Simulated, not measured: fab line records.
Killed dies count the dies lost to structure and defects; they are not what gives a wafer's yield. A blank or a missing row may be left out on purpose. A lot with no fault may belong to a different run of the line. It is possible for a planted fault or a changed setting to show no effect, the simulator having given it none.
Which tool did it? ; flow berkeleyCmos170 ; 45 wafers from 15 lots sampled at 5 of the route's 331 steps

WHAT THE GAUGES SHOWED, per wafer
UCB170_CONTACT_OVL_MEAS_16. Usual: CONTACT_OVL -3 nm, standard deviation 5.8.
lot;measured;on;CONTACT_OVL (nm);flag
L744;day 8 19:18;overlay-01;-8 -2 -2;
L746;day 8 21:12;overlay-01;-3 -12 0;
L749;day 9 17:01;overlay-01;0 2 7;
L747;day 9 16:06;overlay-02;-9 -12 -11;
L748;day 9 18:34;overlay-02;-3 -9 -4;
L751;day 10 05:55;overlay-02;-3 0 -9;
L752;day 10 15:26;overlay-02;-13 -16 0;
L754;day 10 18:47;overlay-01;5 -1 -2;
L753;day 10 19:04;overlay-02;-9 -6 -3;
L758;day 11 13:26;overlay-02;-6 -10 -5;
L759;day 11 13:55;overlay-01;-5 -10 -5;
L757;day 11 13:37;overlay-01;-6 -14 -13;
L763;day 12 13:47;overlay-02;-10 -2 -4;
L762;day 12 18:09;overlay-02;-9 -6 -3;
L765;day 12 17:46;overlay-01;-10 -6 -4;

UCB170_M1_THK_MEAS_02: measures by xrf. Usual: M1_AL_THK 602 nm, standard deviation 7.6.
lot;measured;on;M1_AL_THK (nm);flag
L744;day 8 20:05;filmMetro-03;610 608 609;
L746;day 8 21:59;filmMetro-03;597 599 603;
L749;day 9 17:59;filmMetro-03;599 600 599;
L747;day 9 16:55;filmMetro-04;597 603 598;
L748;day 9 19:22;filmMetro-02;601 600 599;
L751;day 10 06:49;filmMetro-02;600 597 597;
L752;day 10 16:14;filmMetro-03;601 608 598;
L754;day 10 19:37;filmMetro-03;609 607 611;
L753;day 10 19:58;filmMetro-04;608 602 602;
L758;day 11 14:49;filmMetro-02;590 587 591;
L759;day 11 15:35;filmMetro-02;610 601 609;
L757;day 11 14:49;filmMetro-04;600 603 599;
L763;day 12 14:44;filmMetro-04;607 615 600;
L762;day 12 19:02;filmMetro-02;595 595 588;
L765;day 12 18:33;filmMetro-02;591 581 582;

UCB170_V2_THK_MEAS_01. Usual: V2_TEOS_THK 2003 nm, standard deviation 26.
lot;measured;on;V2_TEOS_THK (nm);flag
L744;day 9 10:45;filmMetro-01;1942 1982 1992;
L746;day 9 10:38;filmMetro-03;1999 2005 2028;
L749;day 10 04:57;filmMetro-02;2036 2017 2037;
L747;day 10 02:48;filmMetro-01;1977 1985 2016;
L748;day 10 05:41;filmMetro-01;2016 1995 2021;
L751;day 10 14:41;filmMetro-01;2026 1962 2044;
L752;day 11 03:53;filmMetro-02;2012 2046 2018;
L754;day 11 04:48;filmMetro-02;2009 1981 2043;
L753;day 11 05:46;filmMetro-03;1979 2000 1983;
L758;day 12 00:02;filmMetro-03;3986 4055 4036 3989 4054 4035;OFF
L759;day 12 01:09;filmMetro-02;2016 2043 2029;
L757;day 12 01:24;filmMetro-03;2000 1988 2016;
L763;day 12 23:51;filmMetro-02;2006 1991 2000;
L762;day 13 11:16;filmMetro-02;3993 4019 4067 3993 4019 4066;OFF
L765;day 13 05:50;filmMetro-02;4005 3936 4000 4004 3936 4005;OFF

WHAT TOOL EACH LOT RAN ON (gives the tool, then ch and the chambers of the sampled wafers, and finally the start)
lot;UCB170_SILICIDE_RTA_04;UCB170_V2_CVD_00
L744;rtpAnneal-02 ch 0, day 8 15:19;pecvd-01 ch 0,1,2, day 9 10:36
L746;rtpAnneal-02 ch 0, day 8 15:40;pecvd-04 ch 0,1, day 9 10:29
L749;rtpAnneal-02 ch 0, day 9 10:21;pecvd-03 ch 1,2, day 10 04:48
L747;rtpAnneal-01 ch 0, day 9 10:22;pecvd-04 ch 1,2, day 10 02:37
L748;rtpAnneal-02 ch 0, day 9 10:59;pecvd-04 ch 0,1,2, day 10 05:31
L751;rtpAnneal-01 ch 0, day 10 02:01;pecvd-04 ch 0,1, day 10 14:31
L752;rtpAnneal-02 ch 0, day 10 10:42;pecvd-04 ch 0,1,2, day 11 03:47
L754;rtpAnneal-01 ch 0, day 10 11:00;pecvd-01 ch 0,2, day 11 04:38
L753;rtpAnneal-02 ch 0, day 10 11:17;pecvd-04 ch 0,2, day 11 05:37
L758;rtpAnneal-02 ch 0, day 11 06:35;pecvd-01 ch 0,2, day 11 23:32
L759;rtpAnneal-01 ch 0, day 11 06:55;pecvd-04 ch 1,2, day 12 00:59
L757;rtpAnneal-02 ch 0, day 11 07:05;pecvd-03 ch 0,2, day 12 01:15
L763;rtpAnneal-01 ch 0, day 12 09:35;pecvd-04 ch 0,1,2, day 12 23:42
L762;rtpAnneal-02 ch 0, day 12 10:08;pecvd-01 ch 0,1,2, day 13 10:47
L765;rtpAnneal-01 ch 0, day 12 10:31;pecvd-04 ch 0,1, day 13 05:20
- UCB170_SILICIDE_RTA_04: time 15 s.
- UCB170_V2_CVD_00: deposits SiO2 from TEOS/O2, target thk 2000 nm, time 250 s.

AS READ BY THE TOOLS THEMSELVES (means over the sampled wafers that have a number; for cases with no such wafer, the mark the record gives instead)
UCB170_SILICIDE_RTA_04. Usual: annealTempCMax 653.8, standard deviation 0.64; lampPowerPct 11.12 %, standard deviation 0.051; wafer_temp_C_max 653.2, standard deviation 1.1.
lot;tool;annealTempCMax;lampPowerPct (%);wafer_temp_C_max;flag
L744;rtpAnneal-02;653.4;11.17;654.4;
L746;rtpAnneal-02;653.8;11.18;654.6;
L749;rtpAnneal-02;654.3;11.17;654.3;
L747;rtpAnneal-01;653.5;11.07;652.5;
L748;rtpAnneal-02;653.8;11.17;653.9;
L751;rtpAnneal-01;654.0;11.07;651.5;
L752;rtpAnneal-02;653.8;11.17;654.4;
L754;rtpAnneal-01;653.8;11.06;652.6;
L753;rtpAnneal-02;653.6;11.17;653.7;
L758;rtpAnneal-02;653.3;11.17;654.2;
L759;rtpAnneal-01;653.7;11.07;652.2;
L757;rtpAnneal-02;653.6;11.17;654.1;
L763;rtpAnneal-01;653.9;11.06;652.5;
L762;rtpAnneal-02;654.1;11.16;655.4;
L765;rtpAnneal-01;654.0;11.07;652.0;

UCB170_V2_CVD_00. Usual: heaterPowerW 253 W, standard deviation 46; rfFwdPowerW 548.1 W, standard deviation 1.8.
lot;tool;heaterPowerW (W);rfFwdPowerW (W);flag
L744;pecvd-01;282;547.3;
L746;pecvd-04;214;547.3;
L749;pecvd-03;236;547.2;
L747;pecvd-04;243;547.8;
L748;pecvd-04;262;548.9;
L751;pecvd-04;216;549.3;
L752;pecvd-04;199;548.1;
L754;pecvd-01;246;546.7;
L753;pecvd-04;295;548.4;
L758;pecvd-01;234;547.5;
L759;pecvd-04;253;548.1;
L757;pecvd-03;254;547.1;
L763;pecvd-04;228;548.3;
L762;pecvd-01;242;547.5;
L765;pecvd-04;237;549.8;

THE ANSWER, worked out from the rows above alone
Rule: a lot is off if the mean of its wafers that have a number lies more than 3 standard deviations from the usual mean. Also off: a lot with no number at a reading for which 4 or more lots have one. All remaining lots with rows at the step are treated as sound. After the gauges, taken in route order, come the tools' own readings; for these a lot's mean is taken, as printed above. At the first step where some lot is off, the reading lying furthest off is the one used; lots without a number count as furthest.
Off: L758, L762, L765, seen at UCB170_V2_THK_MEAS_01 (V2_TEOS_THK).
A tool fits if, at a process step before that reading, it ran every lot that is off, and no sound lot after the first of them. The gauges at UCB170_V2_THK_MEAS_01 are tried like those tools. Of those tried, none fits.

WHAT THE SIMULATOR PUT IN
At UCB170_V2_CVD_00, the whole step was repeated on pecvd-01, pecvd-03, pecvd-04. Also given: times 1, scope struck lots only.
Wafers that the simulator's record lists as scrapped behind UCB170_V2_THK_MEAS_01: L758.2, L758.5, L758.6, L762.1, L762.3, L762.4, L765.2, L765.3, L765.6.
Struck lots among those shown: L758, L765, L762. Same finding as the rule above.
